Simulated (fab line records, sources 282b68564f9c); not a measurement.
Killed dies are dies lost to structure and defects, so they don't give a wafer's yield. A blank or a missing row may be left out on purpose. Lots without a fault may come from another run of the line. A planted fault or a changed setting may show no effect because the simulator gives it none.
Chamber matching | flow rit_cmos | RIT_ACTIVE_ETCH_13 on rie_diel-04: 4 sister chambers
The step etches Si3N4 in SF6, stops on SiO2, time 210 s, target depth 210 nm. 14 wafers are shown with their chamber, then 7 later ones without.

WAFERS WITH THEIR CHAMBER
wafer  | chamber | throttle_valve_pct (%) | drypump_motor_current_A (A) | oes_product_au (a.u.)
L143.1 | 1       | 7.62                   | 5.7                         | 0.838
L143.2 | 2       | 7.45                   | 6.4                         | 0.833
L143.4 | 3       | 7.56                   | 5.5                         | 0.837
L150.2 | 3       | 7.57                   | 5.5                         | 0.820
L150.4 | 1       | 7.61                   | 5.7                         | 0.836
L150.5 | 3       | 7.56                   | 5.5                         | 0.809
L153.1 | 3       | 7.57                   | 5.5                         | 0.799
L153.4 | 0       | 7.58                   | 6.3                         | 0.837
L153.5 | 3       | 7.55                   | 5.6                         | 0.812
L154.1 | 3       | 7.56                   | 5.5                         | 0.826
L154.2 | 0       | 7.58                   | 6.3                         | 0.840
L154.6 | 2       | 7.46                   | 6.3                         | 0.831
L155.2 | 1       | 7.63                   | 5.8                         | 0.813
L155.4 | 3       | 7.58                   | 5.5                         | 0.813

SIGNATURES (means of the wafers above)
reading                 | chamber 0 | chamber 1 | chamber 2 | chamber 3 | scatter within a chamber
throttle_valve_pct      | 7.5800    | 7.6200    | 7.4550    | 7.5643    | 0.00906
drypump_motor_current_A | 6.300     | 5.733     | 6.350     | 5.514     | 0.045
oes_product_au          | 0.83850   | 0.82900   | 0.83200   | 0.81657   | 0.0114
Rule: a wafer's distance from a chamber is the root of the sum, over the readings, of the square of ((its reading less the chamber's mean) divided by the reading's scatter). The wafer belongs to the nearest chamber; if the next one is less than 2 further off, it can't be placed. The scatter: the root of (the sum of the squares of (reading less its chamber's mean) over the shown wafers, divided by (wafers less chambers)).

WAFERS WITHOUT THEIR CHAMBER
wafer  | throttle_valve_pct (%) | drypump_motor_current_A (A) | oes_product_au (a.u.)
L155.5 | 7.61                   | 5.7                         | 0.818
L157.2 | 7.63                   | 5.7                         | 0.807
L157.3 | 7.45                   | 6.3                         | 0.834
L157.6 | 7.57                   | 5.5                         | 0.806
L165.2 | 7.63                   | 5.7                         | 0.811
L165.4 | 7.59                   | 6.3                         | 0.827
L165.5 | 7.55                   | 5.5                         | 0.813

WHICH CHAMBER EACH WENT THROUGH
wafer  | from the rows above | in truth
L155.5 | 1                   | 1
L157.2 | 1                   | 1
L157.3 | 2                   | 2
L157.6 | 3                   | 3
L165.2 | 1                   | 1
L165.4 | 0                   | 0
L165.5 | 3                   | 3
Placed correctly: 7 of 7. Can't be placed from these rows: 0. Placed wrongly: 0.
